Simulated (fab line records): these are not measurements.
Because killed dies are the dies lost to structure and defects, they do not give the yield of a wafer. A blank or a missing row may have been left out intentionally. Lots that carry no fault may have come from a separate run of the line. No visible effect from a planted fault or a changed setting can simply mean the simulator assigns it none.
fab line records + flow rit-cmos
[record]
- lots = 15
- wafers = 45
- last-day = 7
route steps=202 shown NSD@134 M1@202
lots that met no fault: taken from a fault-free run of the same line
start-h: the number of hours between the record's first day and the start of the first shown wafer of the lot + wait-h: hours elapsed since this lot's preceding step + " unchanged from the row above + L1.1+2: one row covering several wafers at once + - no value, or no start given + * or withheld: withheld + < > ~ a bound
route shown NAME@n: a module of which the file shows steps, and the number in the route of the first + usual: the fault-free wafers' mean and standard deviation + same: alike in all rows + chamber/n: place in a boat + sites: per-site readings + _std_site: standard deviation across them + _edge_site: outer sites' mean less inner sites' + radius-mm: how far each site lies from the wafer's centre + mask NAME#n: copy n + behind: tool/chamber where the wafer was last shaped + hold: reason for holding the lot/hours on hold/outcome of the hold + device: the n, p or np transistor that did not switch + end of line: at the end of the route, the tests of the same wafers + a step given without rows: its recipe and nothing more + killed: not the wafer's yield, but the dies lost to structure and defects at the first sort + map: dies across one wafer; x = killed, . = not, _ = none there
set.NAME: the run value of the setting; set.NAME@STEP: its run value at that earlier step + model.NAME: the simulator's own value behind a step, which no gauge read
route steps across a sampled set of lots; one table per step, one row per wafer
services: a tool's chamber out of use, with start hour (start-h, from the record's first day; less than 0 if before it), hours out, and reason
[[steps]]
[step RIT_NSD_EXPOSE_03]
[recipe]
- mask-id = M9
- na = 0.57
- target-cd-nm = 40700
- dose-mj = 250
| lot.wafer  | tool             | chamber | start-h | wait-h | mask |
|------------|------------------|---------|---------|--------|------|
| L733.3+5+6 | iline-stepper-01 | 0       | 63.23   | 0.2    | M9#0 |
| L735.1+3+5 | iline-stepper-01 | 0       | 68.91   | 0.2    | M9#0 |
| L738.3+4+5 | iline-stepper-01 | 0       | 85.61   | 0.2    | M9#0 |
| L739.2+4+5 | iline-stepper-01 | 0       | 88.01   | 0.1    | M9#0 |
| L741.1+2+4 | iline-stepper-02 | 0       | 91.23   | 0.2    | M9#0 |
| L740.3+4+6 | iline-stepper-02 | 0       | 92.39   | 0.1    | M9#0 |
| L742.1+4+5 | iline-stepper-02 | 0       | 98.44   | 0.1    | M9#0 |
| L745.2+4+6 | iline-stepper-01 | 0       | 110.81  | 0.2    | M9#0 |
| L746.1+3+5 | iline-stepper-02 | 0       | 113.39  | 0.2    | M9#0 |
| L747.2+4+6 | iline-stepper-01 | 0       | 118.42  | 0.2    | M9#0 |
| L748.2+3+6 | iline-stepper-01 | 0       | 123.34  | 0.1    | M9#0 |
| L750.1+2+4 | iline-stepper-01 | 0       | 131.24  | 0.2    | M9#0 |
| L751.3+4+6 | iline-stepper-02 | 0       | 138.34  | 0.2    | M9#0 |
| L753.1+2+5 | iline-stepper-02 | 0       | 150.23  | 0.1    | M9#0 |
| L756.1+5+6 | iline-stepper-02 | 0       | 165.76  | 0.2    | M9#0 |
[step RIT_NSD_OVL_MEAS_06]
[usual]
- NSD_OVL = 0.2/1.4
| lot.wafer | tool       | chamber | start-h | wait-h | NSD_OVL[nm] |
|-----------|------------|---------|---------|--------|-------------|
| L733.3    | overlay-02 | -       | 63.60   | -      | -0.2        |
| L733.5    | "          | -       | "       | "      | -1.9        |
| L733.6    | "          | -       | "       | "      | 1.6         |
| L735.1    | overlay-01 | -       | 69.37   | -      | 1.3         |
| L735.3    | "          | -       | "       | "      | 1.4         |
| L735.5    | "          | -       | "       | "      | -0.2        |
| L738.3    | overlay-02 | -       | 86.16   | -      | -0.3        |
| L738.4    | "          | -       | "       | "      | 1.2         |
| L738.5    | "          | -       | "       | "      | 1.2         |
| L739.2    | overlay-01 | -       | 88.40   | -      | 0.8         |
| L739.4    | "          | -       | "       | "      | 1.1         |
| L739.5    | "          | -       | "       | "      | 0.7         |
| L741.1    | overlay-02 | -       | 91.63   | -      | 1.4         |
| L741.2    | "          | -       | "       | "      | -0.1        |
| L741.4    | "          | -       | "       | "      | -0.4        |
| L740.3    | overlay-02 | -       | 92.89   | -      | -0.8        |
| L740.4    | "          | -       | "       | "      | -1.0        |
| L740.6    | "          | -       | "       | "      | 0.7         |
| L742.1    | overlay-02 | -       | 98.84   | -      | 1.7         |
| L742.4    | "          | -       | "       | "      | 1.5         |
| L742.5    | "          | -       | "       | "      | -0.5        |
| L745.2    | overlay-01 | -       | 111.19  | -      | -1.6        |
| L745.4    | "          | -       | "       | "      | -1.0        |
| L745.6    | "          | -       | "       | "      | -1.8        |
| L746.1    | overlay-02 | -       | 113.82  | -      | -1.0        |
| L746.3    | "          | -       | "       | "      | 0.5         |
| L746.5    | "          | -       | "       | "      | -1.1        |
| L747.2    | overlay-02 | -       | 118.81  | -      | 3490.7      |
| L747.4    | "          | -       | "       | "      | 3491.4      |
| L747.6    | "          | -       | "       | "      | 3491.6      |
| L748.2    | overlay-02 | -       | 123.73  | -      | 3490.9      |
| L748.3    | "          | -       | "       | "      | 3490.5      |
| L748.6    | "          | -       | "       | "      | 3490.7      |
| L750.1    | overlay-01 | -       | 131.64  | -      | 3490.2      |
| L750.2    | "          | -       | "       | "      | 3489.7      |
| L750.4    | "          | -       | "       | "      | 3491.1      |
| L751.3    | overlay-01 | -       | 138.77  | -      | 2.0         |
| L751.4    | "          | -       | "       | "      | -0.8        |
| L751.6    | "          | -       | "       | "      | 1.3         |
| L753.1    | overlay-02 | -       | 150.63  | -      | -0.9        |
| L753.2    | "          | -       | "       | "      | 0.6         |
| L753.5    | "          | -       | "       | "      | -0.1        |
| L756.1    | overlay-02 | -       | 166.16  | -      | 2.7         |
| L756.5    | "          | -       | "       | "      | 2.5         |
| L756.6    | "          | -       | "       | "      | 2.5         |
[step RIT_M1_PROBE_99]
[usual]
- killed-at-contacts = 0.1/0.38
- killed-at-front-end = 7/3.2
- killed-dies = 7/3.2
- killed-on-rim = 1.9/1.5
- killed-open = 3.6/2.1
- killed-short = 3.5/2
[same]
- gross-dies = 264
- killed_at_M0_to_M3 = 0
- killed_at_M4_up = 0
- killed-at-back-side = 0
- killed-at-other = 0
| lot.wafer | tool      | chamber | start-h | wait-h | killed-at-contacts | killed-at-front-end | killed-dies | killed-on-rim | killed-open | killed-short |
|-----------|-----------|---------|---------|--------|--------------------|---------------------|-------------|---------------|-------------|--------------|
| L733.3    | prober-01 | -       | 75.35   | 0.2    | 0                  | 5                   | 5           | 2             | 3           | 2            |
| L733.5    | prober-01 | -       | 75.45   | 0.2    | 0                  | 2                   | 2           | 0             | 2           | 0            |
| L733.6    | prober-01 | -       | 75.50   | 0.2    | 0                  | 3                   | 3           | 1             | 2           | 1            |
| L735.1    | prober-02 | -       | 80.35   | 0.1    | 0                  | 7                   | 7           | 1             | 4           | 3            |
| L735.3    | prober-02 | -       | 80.45   | 0.2    | 0                  | 5                   | 5           | 1             | 1           | 4            |
| L735.5    | prober-02 | -       | 80.55   | 0.2    | 0                  | 5                   | 5           | 2             | 4           | 1            |
| L738.3    | prober-02 | -       | 97.14   | 0.2    | 0                  | 13                  | 13          | 3             | 8           | 5            |
| L738.4    | prober-02 | -       | 97.19   | 0.2    | 0                  | 8                   | 8           | 1             | 4           | 4            |
| L738.5    | prober-02 | -       | 97.24   | 0.2    | 0                  | 3                   | 3           | 1             | 0           | 3            |
| L739.2    | prober-01 | -       | 98.62   | 0.1    | 0                  | 6                   | 6           | 2             | 3           | 3            |
| L739.4    | prober-01 | -       | 98.72   | 0.2    | 0                  | 10                  | 10          | 2             | 3           | 7            |
| L739.5    | prober-01 | -       | 98.77   | 0.2    | 0                  | 6                   | 6           | 4             | 2           | 4            |
| L741.1    | prober-02 | -       | 102.46  | 0.1    | 0                  | 8                   | 8           | 2             | 2           | 6            |
| L741.2    | prober-02 | -       | 102.51  | 0.1    | 0                  | 6                   | 6           | 1             | 2           | 4            |
| L741.4    | prober-02 | -       | 102.61  | 0.2    | 0                  | 5                   | 5           | 0             | 3           | 2            |
| L740.3    | prober-01 | -       | 103.93  | 0.2    | 0                  | 7                   | 7           | 1             | 2           | 5            |
| L740.4    | prober-01 | -       | 103.98  | 0.2    | 0                  | 4                   | 4           | 2             | 1           | 2            |
| L740.6    | prober-01 | -       | 104.08  | 0.2    | 0                  | 6                   | 6           | 1             | 5           | 1            |
| L742.1    | prober-02 | -       | 109.44  | 0.1    | 0                  | 6                   | 6           | 1             | 4           | 2            |
| L742.4    | prober-02 | -       | 109.59  | 0.2    | 0                  | 5                   | 5           | 2             | 2           | 3            |
| L742.5    | prober-02 | -       | 109.64  | 0.2    | 0                  | 4                   | 4           | 2             | 2           | 2            |
| L745.2    | prober-01 | -       | 121.42  | 0.1    | 0                  | 11                  | 11          | 2             | 2           | 9            |
| L745.4    | prober-01 | -       | 121.52  | 0.2    | 0                  | 5                   | 5           | 2             | 4           | 1            |
| L745.6    | prober-01 | -       | 121.62  | 0.2    | 0                  | 3                   | 3           | 0             | 2           | 1            |
| L746.1    | prober-02 | -       | 123.66  | 0.1    | 0                  | 8                   | 8           | 3             | 5           | 3            |
| L746.3    | prober-02 | -       | 123.76  | 0.2    | 0                  | 4                   | 4           | 2             | 2           | 2            |
| L746.5    | prober-02 | -       | 123.86  | 0.2    | 0                  | 5                   | 5           | 0             | 1           | 4            |
| L747.2    | prober-01 | -       | 128.83  | 0.1    | 0                  | 249                 | 249         | 67            | 2           | 2            |
| L747.4    | prober-01 | -       | 128.93  | 0.2    | 0                  | 249                 | 249         | 64            | 6           | 4            |
| L747.6    | prober-01 | -       | 129.03  | 0.2    | 0                  | 244                 | 244         | 63            | 4           | 4            |
| L748.2    | prober-02 | -       | 135.06  | 0.1    | 0                  | 253                 | 253         | 68            | 3           | 6            |
| L748.3    | prober-02 | -       | 135.11  | 0.2    | 0                  | 247                 | 247         | 67            | 1           | 4            |
| L748.6    | prober-02 | -       | 135.26  | 0.2    | 1                  | 253                 | 254         | 69            | 4           | 4            |
| L750.1    | prober-02 | -       | 141.77  | 0.1    | 0                  | 254                 | 254         | 67            | 2           | 2            |
| L750.2    | prober-02 | -       | 141.82  | 0.1    | 0                  | 250                 | 250         | 68            | 6           | 3            |
| L750.4    | prober-02 | -       | 141.92  | 0.2    | 0                  | 250                 | 250         | 64            | 4           | 1            |
| L751.3    | prober-01 | -       | 149.37  | 0.2    | 0                  | 9                   | 9           | 1             | 6           | 3            |
| L751.4    | prober-01 | -       | 149.42  | 0.2    | 0                  | 10                  | 10          | 2             | 6           | 4            |
| L751.6    | prober-01 | -       | 149.52  | 0.2    | 0                  | 7                   | 7           | 2             | 3           | 4            |
| L753.1    | prober-01 | -       | 161.44  | 0.1    | 0                  | 5                   | 5           | 2             | 1           | 4            |
| L753.2    | prober-01 | -       | 161.49  | 0.1    | 0                  | 12                  | 12          | 5             | 5           | 7            |
| L753.5    | prober-01 | -       | 161.64  | 0.2    | 0                  | 9                   | 9           | 2             | 5           | 4            |
| L756.1    | prober-02 | -       | 176.31  | 0.1    | 0                  | 4                   | 4           | 0             | 0           | 4            |
| L756.5    | prober-02 | -       | 176.51  | 0.2    | 0                  | 5                   | 5           | 1             | 3           | 2            |
| L756.6    | prober-02 | -       | 176.56  | 0.2    | 0                  | 1                   | 1           | 0             | 0           | 1            |
// killed by level:class
L733.3 FOX1:geometric-particle:open=1 FOX2:geometric-particle:open=1 GATE:geometric-particle:open=1 GATE:geometric-particle:short=1 REOX:geometric-particle:short=1
L733.5 FOX1:geometric-particle:open=1 GATE:geometric-particle:open=1
L733.6 FOX2:geometric-particle:short=1 GATE:geometric-particle:open=1 SPACER:geometric-particle:open=1
L735.1 FOX1:geometric-particle:open=3 FOX2:geometric-particle:short=1 REOX:geometric-particle:short=1 SILICIDE:geometric-particle:short=1 SILICIDE:geometric-particle:open=1
L735.3 FOX2:geometric-particle:short=1 REOX:geometric-particle:short=1 SPACER:geometric-particle:short=1 SILICIDE:geometric-particle:short=1 SILICIDE:geometric-particle:open=1
L735.5 FOX1:geometric-particle:open=1 GATE:geometric-particle:open=1 SPACER:geometric-particle:short=1 SPACER:geometric-particle:open=1 SILICIDE:geometric-particle:open=1
L738.3 SILICIDE:geometric-particle:open=4 GATE:geometric-particle:open=2 FOX1:geometric-particle:short=1 FOX1:geometric-particle:open=1 FOX2:geometric-particle:short=1 GATE:geometric-particle:short=1 REOX:geometric-particle:short=1 SPACER:geometric-particle:short=1
L738.4 GATE:geometric-particle:short=2 REOX:geometric-particle:short=2 SPACER:geometric-particle:open=2 FOX1:geometric-particle:open=1 GATE:geometric-particle:open=1
L738.5 GATE:geometric-particle:short=3
L739.2 GATE:geometric-particle:open=2 FOX1:geometric-particle:short=1 GATE:geometric-particle:short=1 REOX:geometric-particle:short=1 REOX:geometric-particle:open=1
L739.4 GATE:geometric-particle:short=7 FOX2:geometric-particle:open=2 FOX1:geometric-particle:open=1
L739.5 FOX1:geometric-particle:short=1 FOX2:geometric-particle:short=1 GATE:geometric-particle:short=1 GATE:geometric-particle:open=1 SPACER:geometric-particle:open=1 SPACER:geometric-particle:short=1
L741.1 FOX1:geometric-particle:short=2 GATE:geometric-particle:short=2 SILICIDE:geometric-particle:open=2 REOX:geometric-particle:short=1 SILICIDE:geometric-particle:short=1
L741.2 REOX:geometric-particle:short=2 FOX2:geometric-particle:open=1 SPACER:geometric-particle:short=1 SILICIDE:geometric-particle:open=1 SILICIDE:geometric-particle:short=1
L741.4 FOX1:geometric-particle:short=1 REOX:geometric-particle:short=1 REOX:geometric-particle:open=1 SPACER:geometric-particle:open=1 SILICIDE:geometric-particle:open=1
L740.3 GATE:geometric-particle:short=3 SILICIDE:geometric-particle:short=2 GATE:geometric-particle:open=1 SILICIDE:geometric-particle:open=1
L740.4 FOX1:geometric-particle:short=1 SPACER:geometric-particle:open=1 SILICIDE:geometric-particle:short=1 NLDD:coat-microbubble-printed=1
L740.6 SPACER:geometric-particle:open=4 GATE:geometric-particle:open=1 SPACER:geometric-particle:short=1
L742.1 REOX:geometric-particle:open=2 SILICIDE:geometric-particle:short=2 FOX1:geometric-particle:open=1 SILICIDE:geometric-particle:open=1
L742.4 GATE:geometric-particle:short=2 FOX1:geometric-particle:open=1 FOX1:geometric-particle:short=1 GATE:geometric-particle:open=1
L742.5 FOX1:geometric-particle:short=1 GATE:geometric-particle:open=1 GATE:geometric-particle:short=1 REOX:geometric-particle:open=1
L745.2 GATE:geometric-particle:short=4 SPACER:geometric-particle:short=3 SPACER:geometric-particle:open=2 FOX2:geometric-particle:short=1 SILICIDE:geometric-particle:short=1
L745.4 SPACER:geometric-particle:open=3 GATE:geometric-particle:short=1 SILICIDE:geometric-particle:open=1
L745.6 ACTIVE:geometric-particle:short=1 FOX1:geometric-particle:open=1 REOX:geometric-particle:open=1
L746.1 GATE:geometric-particle:open=2 FOX1:geometric-particle:open=1 FOX1:geometric-particle:short=1 GATE:geometric-particle:short=1 REOX:geometric-particle:open=1 SPACER:geometric-particle:open=1 SPACER:geometric-particle:short=1
L746.3 FOX1:geometric-particle:short=1 GATE:geometric-particle:open=1 REOX:geometric-particle:open=1 SILICIDE:geometric-particle:short=1
L746.5 GATE:geometric-particle:short=4 SPACER:geometric-particle:open=1
L747.2 NSD:overlay=245 GATE:geometric-particle:open=1 REOX:geometric-particle:short=1 SPACER:geometric-particle:short=1 SILICIDE:geometric-particle:open=1
L747.4 NSD:overlay=239 GATE:geometric-particle:open=3 FOX1:geometric-particle:short=2 SPACER:geometric-particle:open=2 GATE:geometric-particle:short=1 REOX:geometric-particle:open=1 SPACER:geometric-particle:short=1
L747.6 NSD:overlay=236 GATE:geometric-particle:short=2 GATE:geometric-particle:open=2 FOX1:geometric-particle:open=1 REOX:geometric-particle:short=1 REOX:geometric-particle:open=1 SPACER:geometric-particle:short=1
L748.2 NSD:overlay=244 FOX2:geometric-particle:open=2 GATE:geometric-particle:short=2 FOX2:geometric-particle:short=1 REOX:geometric-particle:short=1 SPACER:geometric-particle:open=1 SPACER:geometric-particle:short=1 SILICIDE:geometric-particle:short=1
L748.3 NSD:overlay=242 GATE:geometric-particle:short=2 FOX1:geometric-particle:short=1 SPACER:geometric-particle:open=1 SPACER:geometric-particle:short=1
L748.6 NSD:overlay=246 GATE:geometric-particle:open=3 FOX1:geometric-particle:short=1 FOX2:geometric-particle:open=1 FOX2:geometric-particle:short=1 GATE:geometric-particle:short=1 CONTACT:geometric-particle:short=1
L750.1 NSD:overlay=250 FOX1:geometric-particle:short=1 GATE:geometric-particle:open=1 REOX:geometric-particle:short=1 SPACER:geometric-particle:open=1
L750.2 NSD:overlay=241 FOX2:geometric-particle:open=2 REOX:geometric-particle:short=2 SILICIDE:geometric-particle:open=2 FOX1:geometric-particle:open=1 GATE:geometric-particle:short=1 REOX:geometric-particle:open=1
L750.4 NSD:overlay=245 FOX1:geometric-particle:open=2 FOX1:geometric-particle:short=1 REOX:geometric-particle:open=1 SPACER:geometric-particle:open=1
L751.3 GATE:geometric-particle:open=2 REOX:geometric-particle:open=2 FOX1:geometric-particle:open=1 FOX2:geometric-particle:short=1 REOX:geometric-particle:short=1 SPACER:geometric-particle:short=1 SILICIDE:geometric-particle:open=1
L751.4 FOX2:geometric-particle:open=3 REOX:geometric-particle:short=3 FOX1:geometric-particle:short=1 GATE:geometric-particle:open=1 REOX:geometric-particle:open=1 SPACER:geometric-particle:open=1
L751.6 FOX1:geometric-particle:short=2 FOX1:geometric-particle:open=1 GATE:geometric-particle:open=1 REOX:geometric-particle:open=1 REOX:geometric-particle:short=1 SPACER:geometric-particle:short=1
L753.1 FOX2:geometric-particle:short=1 GATE:geometric-particle:short=1 GATE:geometric-particle:open=1 REOX:geometric-particle:short=1 SPACER:geometric-particle:short=1
L753.2 GATE:geometric-particle:short=5 FOX1:geometric-particle:short=2 SPACER:geometric-particle:open=2 FOX1:geometric-particle:open=1 GATE:geometric-particle:open=1 REOX:geometric-particle:open=1
L753.5 GATE:geometric-particle:short=2 FOX1:geometric-particle:open=1 GATE:geometric-particle:open=1 REOX:geometric-particle:open=1 REOX:geometric-particle:short=1 SPACER:geometric-particle:open=1 SILICIDE:geometric-particle:short=1 SILICIDE:geometric-particle:open=1
L756.1 GATE:geometric-particle:short=1 REOX:geometric-particle:short=1 SPACER:geometric-particle:short=1 SILICIDE:geometric-particle:short=1
L756.5 GATE:geometric-particle:short=2 SPACER:geometric-particle:open=2 REOX:geometric-particle:open=1
L756.6 FOX1:geometric-particle:short=1
[[services]]
| tool             | chamber | start-h | hours | kind        |
|------------------|---------|---------|-------|-------------|
| iline-stepper-02 | -       | 80.05   | 1.9   | repair      |
| iline-stepper-02 | 0       | 81.99   | -     | calibration |
[[key]]
[first-sign]
- step = RIT_NSD_OVL_MEAS_06
- reading = NSD_OVL
- direction = up
- sigmas = 99+
- usual = 0.2
- struck = 3490.8
[effect]
- step = RIT_M1_PROBE_99
- reading = killed-dies
- direction = up
- sigmas = 76
- usual = 7
- struck = 250
[more-kills-born-at]
- RIT_NSD_EXPOSE_03@iline-stepper-01 = 2188
met-at RIT_NSD_EXPOSE_03
struck-lots L747,L748,L750
tester-left-out L747,L748,L750
onset-between 110.81 118.42
[fault]
- kind = scanner-matching-overlay
- tool = iline-stepper-01
- chamber = -
- onset-h = 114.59
- steps = RIT_NSD_EXPOSE_03
- offset = 3491.1
// tester-left-out: of these lots the tester's yield and bins aren't shown, on N5 and GAA mostly nor the transistor test; their killed dies are dies lost to structure and defects alone, not to doping, threshold or leakage, so they don't give the yield
